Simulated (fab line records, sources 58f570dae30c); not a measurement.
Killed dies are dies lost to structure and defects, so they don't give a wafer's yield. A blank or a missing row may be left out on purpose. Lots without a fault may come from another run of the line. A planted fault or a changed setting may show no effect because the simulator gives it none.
A struck lot beside a sound one | flow berkeley_cmos170 | 32 steps out of a route of 331
Sound: wafers L228.2, L228.4, L228.5. Struck: wafers L231.3, L231.4, L231.6. The cause comes at the end.
At each step with rows: each side's tool, then ch and its chambers, then its first start. Under that, the readings that differ: sound wafers | struck wafers | difference of the means | sigmas: that difference in standard deviations of wafers without a fault.
alike: readings whose means differ by less than 2 such deviations, and words and numbers that are the same on both sides. not compared: withheld readings, readings that some wafer has no value for, bounds like >300 that may hide the same value, and numbers for which the record gives no deviation and whose values overlap.
The two part at a step that has a row with sigmas, a row that says differs or no value, or rows on one side only. Numbers that don't overlap but have no deviation are shown without sigmas and don't part them. A reading that every wafer of one side lacks parts them only if that side has two wafers or more.

first, 6 steps without rows for these wafers: UCB170_V2_HMDS_06 (prime time 60 s); UCB170_V2_COAT_07 (resist thk 900 nm); UCB170_V2_SOFTBAKE_08 (time 60 s); UCB170_V2_EXPOSE_09 (exposes mask VIA2, target cd 700 nm); UCB170_V2_PEB_10; UCB170_V2_DEVELOP_11 (develop time 45 s).
UCB170_V2_CD_MEAS_12: target cd 700 nm.
  sound on cd_sem-02, day 12 08:41; struck on cd_sem-02, day 13 02:52
  alike: cd_nm
UCB170_V2_OVL_MEAS_13:
  sound on overlay-01, day 12 08:47; struck on overlay-01, day 13 02:58
  alike: V2_OVL
UCB170_V2_ETCH_14: etches SiO2 in CHF3/CF4/Ar, stops on Al, target depth 1250 nm, time 291 s.
  sound on rie_diel-01 ch 0,1,2, day 12 08:49; struck on rie_diel-01 ch 1,2,3, day 13 02:59
  alike: drypump_motor_current_A, mfc_ar_sccm, oes_product_au, throttle_valve_pct
  not compared: rf_hours_counter_h
UCB170_V2_STRIP_15: strips in O2.
  sound on plasma_asher-04 ch 0,1, day 12 09:00; struck on plasma_asher-04 ch 0,1, day 13 03:11
  alike: drypump_motor_current_A, oes_product_au, strip_time_to_endpoint_s
  not compared: rf_hours_counter_h
UCB170_V2_CD_MEAS_90: target cd 700 nm.
  sound on cd_sem-01, day 12 09:07; struck on cd_sem-02, day 13 03:18
  alike: cd_nm
then, 1 step without rows for these wafers: UCB170_M3_PRE_CLEAN_00 (preclean etch time 60 s).
UCB170_M3_SPUTTER_01: material Al, target thk 900 nm, time 120 s.
  sound on pvd_sputter-03, day 12 09:17; struck on pvd_sputter-03, day 13 03:27
  reading                               | sound           | struck          | difference | sigmas
  model.Al_of_M3_SPUTTER_01.thk_nm (nm) | 893.5 904 894.6 | 730 726.7 728.7 | -169       |
  alike: cathode_dc_power_W, throttle_valve_pct
UCB170_M3_RS_MEAS_02: measures by four-point-probe.
  sound on film_metro-02, day 12 09:23; struck on film_metro-02, day 13 03:34
  reading           | sound                   | struck                 | difference | sigmas
  M3_AL_RS (ohm/sq) | 0.03234 0.03199 0.03233 | 0.0397 0.03984 0.03981 | +0.0076    | +25
UCB170_M3_THK_MEAS_03: measures by xrf.
  sound on film_metro-02, day 12 09:30; struck on film_metro-02, day 13 03:40
  reading        | sound       | struck      | difference | sigmas
  M3_AL_THK (nm) | 890 905 894 | 726 727 727 | -170       | -19
then, 3 steps without rows for these wafers: UCB170_M3_HMDS_04 (prime time 60 s); UCB170_M3_COAT_05 (resist thk 900 nm); UCB170_M3_SOFTBAKE_06 (time 60 s).
UCB170_M3_STRIP_07: strips in O2.
  sound on plasma_asher-03 ch 0,1, day 12 10:31; struck on plasma_asher-03 ch 0,1, day 13 04:11
  alike: drypump_motor_current_A, oes_product_au, strip_time_to_endpoint_s
  not compared: rf_hours_counter_h
then, 7 steps without rows for these wafers: UCB170_M3_STRIP_08 (strips KrF in DMSO, time 600 s); UCB170_M3_COAT_09; UCB170_M3_COAT_10 (resist thk 900 nm); UCB170_M3_SOFTBAKE_11 (time 60 s); UCB170_M3_EXPOSE_12 (exposes mask METAL3, target cd 700 nm); UCB170_M3_PEB_13; UCB170_M3_DEVELOP_14 (develop time 45 s).
UCB170_M3_CD_MEAS_15: target cd 700 nm.
  sound on cd_sem-02, day 12 12:15; struck on cd_sem-01, day 13 05:25
  alike: cd_nm
UCB170_M3_OVL_MEAS_16:
  sound on overlay-01, day 12 12:22; struck on overlay-01, day 13 05:30
  reading     | sound  | struck   | difference | sigmas
  M3_OVL (nm) | 2 6 12 | -8 -7 -9 | -15        | -3
UCB170_M3_ETCH_17: etches BARC in N2/H2.
  sound on rie_diel-04 ch 1,3, day 12 12:23; struck on rie_diel-04 ch 0,3, day 13 05:31
  alike: drypump_motor_current_A, h2_flow_sccm, oes_product_au, throttle_valve_pct
UCB170_M3_METAL_ETCH_18: etches Al in Cl2/BCl3, stops on SiO2, target depth 1170 nm, time 195 s.
  sound on rie_metal-04 ch 0,1, day 12 12:26; struck on rie_metal-03 ch 0,1, day 13 05:38
  reading               | sound             | struck            | difference | sigmas
  oes_product_au (a.u.) | 0.858 0.846 0.855 | 0.771 0.763 0.763 | -0.087     | -6
  alike: drypump_motor_current_A, he_backside_leak_sccm, throttle_valve_pct
  not compared: rf_hours_counter_h
UCB170_M3_STRIP_19: strips in O2.
  sound on plasma_asher-04 ch 0, day 12 12:37; struck on plasma_asher-03 ch 0,1, day 13 05:47
  alike: drypump_motor_current_A, oes_product_au
  not compared: rf_hours_counter_h
then, 1 step without rows for these wafers: UCB170_M3_PROBE_99.

WHERE THEY PART
First at UCB170_M3_RS_MEAS_02; last, within this record, at UCB170_M3_METAL_ETCH_18. Later steps at which nothing parts them and some readings are alike: UCB170_M3_STRIP_19.

WHY: what the simulator had put in
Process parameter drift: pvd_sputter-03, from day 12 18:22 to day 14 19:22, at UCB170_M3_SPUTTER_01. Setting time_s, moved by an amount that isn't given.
